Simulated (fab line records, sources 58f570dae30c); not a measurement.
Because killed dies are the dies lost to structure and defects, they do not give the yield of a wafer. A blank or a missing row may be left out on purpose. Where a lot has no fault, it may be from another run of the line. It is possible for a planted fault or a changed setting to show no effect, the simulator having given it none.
fab line records + flow berkeley-cmos170 + part 2 of 2: steps 28 to 40 of 40
record
- lots=5
- wafers=15
- last-day=12
route steps=331 shown M2@284 V2@292 M3@309
lots untouched by any fault: they come from a run of this same line in which no faults occurred
start-h: hours from the record's opening day to when the first of the lot's shown wafers began + wait-h: hours from the lot's prior step to this one + " unchanged from the row above + L1.1+2: a row that stands for several wafers + - either no value or no given start + * or withheld: withheld + < > ~ a bound
route shown NAME@n: NAME is a module with steps in the file, n the number in the route of the first one + usual: mean/standard deviation taken from wafers without a fault + same: alike in all rows + chamber/n: place in a boat + sites: per-site readings + _std_site: how widely they spread, as a standard deviation + _edge_site: outer sites' mean less inner sites' + radius-mm: how far each site lies from the wafer's centre + mask NAME#n: copy n + behind: the last tool/chamber to shape the wafer + hold: why the lot went on hold/how many hours it stayed there/how the hold came to an end + device: the transistor (n, p or np) that didn't switch + end of line: at the end of the route, the tests of the same wafers + a step given without rows: its recipe and nothing more + killed: dies lost to structure and defects at the first sort, not the wafer's yield + map: dies across one wafer; x = killed, . = not, _ = none there
set.NAME: setting as actually run; set.NAME@STEP: the setting as run at that earlier step + model.NAME: the simulator's own value behind a step, which no gauge read
lots at some steps of the route; a table a step, a row a wafer
services: the hour from which a tool's chamber was out of use, counted from the record's first day as start-h (under 0 if before that day), plus the number of hours and why
## steps
# step UCB170_M3_RS_MEAS_02
# recipe
- thk-meas-gauge=four-point-probe
- reads=Al_of_M3_SPUTTER_01
# usual
- M3_AL_RS=0.0321/0.00031
| lot.wafer | tool          | chamber | start-h | wait-h | M3_AL_RS[ohm/sq] |
|-----------|---------------|---------|---------|--------|------------------|
| L085.2    | film-metro-01 | -       | 246.58  | 0.1    | 0.0319           |
| L085.3    | "             | -       | "       | "      | 0.0320           |
| L085.5    | "             | -       | "       | "      | 0.0320           |
| L089.2    | film-metro-01 | -       | 246.78  | 0.1    | 0.0323           |
| L089.4    | "             | -       | "       | "      | 0.0319           |
| L089.6    | "             | -       | "       | "      | 0.0321           |
| L091.1    | film-metro-01 | -       | 263.31  | 0.0    | 0.0324           |
| L091.2    | "             | -       | "       | "      | 0.0323           |
| L091.6    | "             | -       | "       | "      | 0.0328           |
| L095.2    | film-metro-04 | -       | 277.71  | 0.1    | 0.0322           |
| L095.3    | "             | -       | "       | "      | 0.0320           |
| L095.6    | "             | -       | "       | "      | 0.0318           |
| L097.2    | film-metro-03 | -       | 288.24  | 0.1    | 0.0329           |
| L097.3    | "             | -       | "       | "      | 0.0325           |
| L097.5    | "             | -       | "       | "      | 0.0330           |
# step UCB170_M3_THK_MEAS_03
# recipe
- thk-meas-gauge=xrf
- reads=Al_of_M3_SPUTTER_01
# usual
- M3_AL_THK=913/10
| lot.wafer | tool          | chamber | start-h | wait-h | M3_AL_THK[nm] |
|-----------|---------------|---------|---------|--------|---------------|
| L085.2    | film-metro-01 | -       | 246.69  | 0.1    | 931           |
| L085.3    | "             | -       | "       | "      | 927           |
| L085.5    | "             | -       | "       | "      | 921           |
| L089.2    | film-metro-01 | -       | 246.89  | 0.1    | 919           |
| L089.4    | "             | -       | "       | "      | 927           |
| L089.6    | "             | -       | "       | "      | 925           |
| L091.1    | film-metro-01 | -       | 263.43  | 0.1    | 918           |
| L091.2    | "             | -       | "       | "      | 918           |
| L091.6    | "             | -       | "       | "      | 903           |
| L095.2    | film-metro-04 | -       | 277.82  | 0.1    | 905           |
| L095.3    | "             | -       | "       | "      | 906           |
| L095.6    | "             | -       | "       | "      | 917           |
| L097.2    | film-metro-03 | -       | 288.35  | 0.1    | 897           |
| L097.3    | "             | -       | "       | "      | 914           |
| L097.5    | "             | -       | "       | "      | 895           |
# step UCB170_M3_HMDS_04
# recipe
- prime-time-s=60
- prime-temp-c=100
# usual
- prime-temp-c=100.02/0.14
| lot.wafer | tool           | chamber | start-h | wait-h | prime-temp-c |
|-----------|----------------|---------|---------|--------|--------------|
| L085.2    | litho-track-03 | 0       | 246.76  | 0.1    | 100.17       |
| L085.3    | "              | 0       | "       | "      | 99.86        |
| L085.5    | "              | 0       | "       | "      | 99.95        |
| L089.2    | litho-track-01 | 0       | 247.10  | 0.2    | 99.98        |
| L089.4    | "              | 0       | "       | "      | 100.13       |
| L089.6    | "              | 0       | "       | "      | 100.05       |
| L091.1    | litho-track-03 | 0       | 264.11  | 0.7    | 99.92        |
| L091.2    | "              | 0       | "       | "      | 99.96        |
| L091.6    | "              | 0       | "       | "      | 99.89        |
| L095.2    | litho-track-03 | 0       | 278.01  | 0.2    | 100.10       |
| L095.3    | "              | 0       | "       | "      | 100.11       |
| L095.6    | "              | 0       | "       | "      | 99.98        |
| L097.2    | litho-track-01 | 0       | 288.43  | 0.1    | 100.11       |
| L097.3    | "              | 0       | "       | "      | 99.95        |
| L097.5    | "              | 0       | "       | "      | 99.91        |
# step UCB170_M3_COAT_05
# recipe
- resist=KrF
- spin-rpm=1500
- resist-thk-nm=900
| lot.wafer  | tool           | chamber | start-h | wait-h |
|------------|----------------|---------|---------|--------|
| L085.2+3+5 | litho-track-03 | 0       | 246.91  | 0.1    |
| L089.2+4+6 | litho-track-01 | 0       | 247.25  | 0.1    |
| L091.1+2+6 | litho-track-03 | 0       | 264.26  | 0.1    |
| L095.2+3+6 | litho-track-03 | 0       | 278.16  | 0.1    |
| L097.2+3+5 | litho-track-01 | 0       | 288.58  | 0.1    |
# step UCB170_M3_SOFTBAKE_06
# recipe
- resist=KrF
- temp-c=130
- time-s=60
| lot.wafer  | tool           | chamber | start-h | wait-h |
|------------|----------------|---------|---------|--------|
| L085.2+3+5 | litho-track-03 | 0       | 247.06  | 0.1    |
| L089.2+4+6 | litho-track-01 | 0       | 247.40  | 0.1    |
| L091.1+2+6 | litho-track-03 | 0       | 264.41  | 0.1    |
| L095.2+3+6 | litho-track-03 | 0       | 278.31  | 0.1    |
| L097.2+3+5 | litho-track-01 | 0       | 288.73  | 0.1    |
# step UCB170_M3_STRIP_07
# recipe
- chemistry=O2
- power-w=400
- pressure-mtorr=3500
- platen-temp-c=withheld
- o2-flow-sccm=400
- overash-fraction=0.5
# usual
- drypump-motor-current-A=5.8/0.59
- oes-product-au=0.735/0.0038
- strip-time-to-endpoint-s=21.97/0.067
| lot.wafer | tool            | chamber | start-h | wait-h | drypump-motor-current-A | oes-product-au | rf-hours-counter-h | strip-time-to-endpoint-s |
|-----------|-----------------|---------|---------|--------|-------------------------|----------------|--------------------|--------------------------|
| L085.2    | plasma-asher-04 | 1       | 247.19  | 0.1    | 6.0                     | 0.730          | 16                 | 21.99                    |
| L085.3    | "               | 1       | "       | "      | 6.0                     | 0.734          | -                  | 21.96                    |
| L085.5    | "               | 0       | "       | "      | 6.7                     | 0.737          | -                  | 22.08                    |
| L089.2    | plasma-asher-02 | 1       | 247.52  | 0.1    | 5.8                     | 0.738          | 55                 | 22.00                    |
| L089.4    | "               | 1       | "       | "      | 5.8                     | 0.730          | -                  | 21.92                    |
| L089.6    | "               | 0       | "       | "      | 5.1                     | 0.734          | -                  | 21.97                    |
| L091.1    | plasma-asher-03 | 1       | 264.56  | 0.1    | 6.1                     | 0.733          | 56                 | 22.03                    |
| L091.2    | "               | 0       | "       | "      | 5.0                     | 0.739          | 56                 | 21.94                    |
| L091.6    | "               | 1       | "       | "      | 6.1                     | 0.733          | -                  | 21.98                    |
| L095.2    | plasma-asher-04 | 0       | 278.43  | 0.1    | 6.7                     | 0.736          | 19                 | 21.97                    |
| L095.3    | "               | 1       | "       | "      | 6.1                     | 0.737          | -                  | 22.00                    |
| L095.6    | "               | 1       | "       | "      | 6.0                     | 0.738          | -                  | 22.05                    |
| L097.2    | plasma-asher-02 | 0       | 288.85  | 0.1    | 5.1                     | 0.737          | 60                 | 22.06                    |
| L097.3    | "               | 1       | "       | "      | 5.8                     | 0.736          | -                  | 22.09                    |
| L097.5    | "               | 0       | "       | "      | 5.1                     | 0.735          | -                  | 22.05                    |
# step UCB170_M3_STRIP_08
# recipe
- chemistry=DMSO
- temp-c=80
- time-s=600
- material=KrF
| lot.wafer  | tool         | chamber | start-h | wait-h |
|------------|--------------|---------|---------|--------|
| L085.2+3+5 | wet-bench-04 | 0       | 247.29  | 0.1    |
| L089.2+4+6 | wet-bench-01 | 1       | 247.62  | 0.1    |
| L091.1+2+6 | wet-bench-01 | 0       | 264.66  | 0.1    |
| L095.2+3+6 | wet-bench-02 | 1       | 278.53  | 0.1    |
| L097.2+3+5 | wet-bench-04 | 3       | 288.99  | 0.1    |
# step UCB170_M3_COAT_09
# recipe
- resist=BARC
- temp-c=withheld
- time-s=withheld
- spin-rpm=3000
- resist-thk-nm=withheld
| lot.wafer  | tool           | chamber | start-h | wait-h |
|------------|----------------|---------|---------|--------|
| L085.2+3+5 | litho-track-02 | 0       | 247.66  | 0.2    |
| L089.2+4+6 | litho-track-03 | 0       | 247.97  | 0.2    |
| L091.1+2+6 | litho-track-02 | 0       | 265.38  | 0.5    |
| L095.2+3+6 | litho-track-02 | 0       | 278.87  | 0.2    |
| L097.2+3+5 | litho-track-02 | 0       | 289.36  | 0.2    |
# step UCB170_M3_COAT_10
# recipe
- resist=KrF
- spin-rpm=1500
- resist-thk-nm=900
| lot.wafer  | tool           | chamber | start-h | wait-h |
|------------|----------------|---------|---------|--------|
| L085.2+3+5 | litho-track-02 | 0       | -       | -      |
| L089.2+4+6 | litho-track-03 | 0       | -       | -      |
| L091.1+2+6 | litho-track-02 | 0       | -       | -      |
| L095.2+3+6 | litho-track-02 | 0       | -       | -      |
| L097.2+3+5 | litho-track-02 | 0       | -       | -      |
# step UCB170_M3_SOFTBAKE_11
# recipe
- resist=KrF
- temp-c=130
- time-s=60
| lot.wafer  | tool           | chamber | start-h | wait-h |
|------------|----------------|---------|---------|--------|
| L085.2+3+5 | litho-track-02 | 0       | -       | -      |
| L089.2+4+6 | litho-track-03 | 0       | -       | -      |
| L091.1+2+6 | litho-track-02 | 0       | -       | -      |
| L095.2+3+6 | litho-track-02 | 0       | -       | -      |
| L097.2+3+5 | litho-track-02 | 0       | -       | -      |
# step UCB170_M3_EXPOSE_12
# recipe
- mask-id=METAL3
- target-cd-nm=700
- na=0.5
- sigma-outer=0.6
- source-shape=conventional
- dose-mj=26
# usual
- focus-offset-nm=0.1/0.49
| lot.wafer | tool           | chamber | start-h | wait-h | mask     | focus-offset-nm |
|-----------|----------------|---------|---------|--------|----------|-----------------|
| L085.2    | krf-scanner-02 | 0       | 248.11  | -      | METAL3#0 | 0.4             |
| L085.3    | "              | 0       | "       | "      | METAL3#0 | 0.1             |
| L085.5    | "              | 0       | "       | "      | METAL3#0 | 0.5             |
| L089.2    | krf-scanner-01 | 0       | 248.54  | -      | METAL3#0 | -0.3            |
| L089.4    | "              | 0       | "       | "      | METAL3#0 | -0.9            |
| L089.6    | "              | 0       | "       | "      | METAL3#0 | 0.2             |
| L091.1    | krf-scanner-01 | 0       | 266.09  | -      | METAL3#0 | -0.5            |
| L091.2    | "              | 0       | "       | "      | METAL3#0 | -0.7            |
| L091.6    | "              | 0       | "       | "      | METAL3#0 | -0.6            |
| L095.2    | krf-scanner-01 | 0       | 279.31  | -      | METAL3#0 | -0.6            |
| L095.3    | "              | 0       | "       | "      | METAL3#0 | 0.3             |
| L095.6    | "              | 0       | "       | "      | METAL3#0 | 0.8             |
| L097.2    | krf-scanner-01 | 0       | 289.80  | -      | METAL3#0 | -0.2            |
| L097.3    | "              | 0       | "       | "      | METAL3#0 | 0.4             |
| L097.5    | "              | 0       | "       | "      | METAL3#0 | 0.8             |
# step UCB170_M3_PEB_13
# recipe
- peb-temp-c=130
- peb-time-s=withheld
- resist=KrF
| lot.wafer  | tool           | chamber | start-h | wait-h |
|------------|----------------|---------|---------|--------|
| L085.2+3+5 | litho-track-03 | 0       | 248.42  | 0.3    |
| L089.2+4+6 | litho-track-02 | 0       | 248.66  | 0.1    |
| L091.1+2+6 | litho-track-02 | 0       | 266.83  | 0.7    |
| L095.2+3+6 | litho-track-01 | 0       | 280.18  | 0.8    |
| L097.2+3+5 | litho-track-03 | 0       | 290.09  | 0.3    |
# step UCB170_M3_DEVELOP_14
# recipe
- developer=TMAH
- develop-time-s=45
- resist=KrF
- dev-temp-c=21
| lot.wafer  | tool           | chamber | start-h | wait-h |
|------------|----------------|---------|---------|--------|
| L085.2+3+5 | litho-track-03 | 0       | -       | -      |
| L089.2+4+6 | litho-track-02 | 0       | -       | -      |
| L091.1+2+6 | litho-track-02 | 0       | -       | -      |
| L095.2+3+6 | litho-track-01 | 0       | -       | -      |
| L097.2+3+5 | litho-track-03 | 0       | -       | -      |
## services
| tool            | chamber | start-h | hours | kind                           |
|-----------------|---------|---------|-------|--------------------------------|
| rie-diel-03     | 2       | 218.54  | 1.2   | repair                         |
| krf-scanner-01  | 0       | 222.14  | -     | calibration                    |
| pvd-sputter-03  | -       | 223.96  | 1.4   | repair                         |
| cmp-02          | -       | 226.80  | 1.3   | repair                         |
| krf-scanner-01  | -       | 229.34  | 1.0   | pm                             |
| cmp-02          | -       | 232.02  | 4.0   | pm                             |
| cmp-02          | -       | 236.02  | -     | consumable-replace:conditioner |
| cmp-02          | -       | 236.02  | -     | consumable-replace:pad         |
| pecvd-02        | -       | 242.50  | 14.0  | pm                             |
| pecvd-02        | 0       | 242.50  | 14.0  | vent-cycle                     |
| pecvd-02        | 1       | 242.50  | 14.0  | vent-cycle                     |
| pecvd-02        | 2       | 242.50  | 14.0  | vent-cycle                     |
| plasma-asher-03 | -       | 247.36  | 0.5   | repair                         |
| rie-diel-04     | 0       | 253.11  | 6.5   | repair                         |
| pecvd-02        | 0       | 256.50  | -     | clean                          |
| pecvd-02        | 1       | 256.50  | -     | clean                          |
| pecvd-02        | 2       | 256.50  | -     | clean                          |
| rie-metal-02    | -       | 258.01  | 0.8   | repair                         |
| rie-diel-04     | 2       | 259.17  | 15.0  | repair                         |
| krf-scanner-02  | -       | 264.59  | 1.3   | pm                             |
| rie-diel-03     | 0       | 265.08  | 14.3  | repair                         |
| rie-diel-02     | -       | 282.12  | 0.5   | repair                         |
| rie-diel-04     | 3       | 284.12  | 2.2   | repair                         |
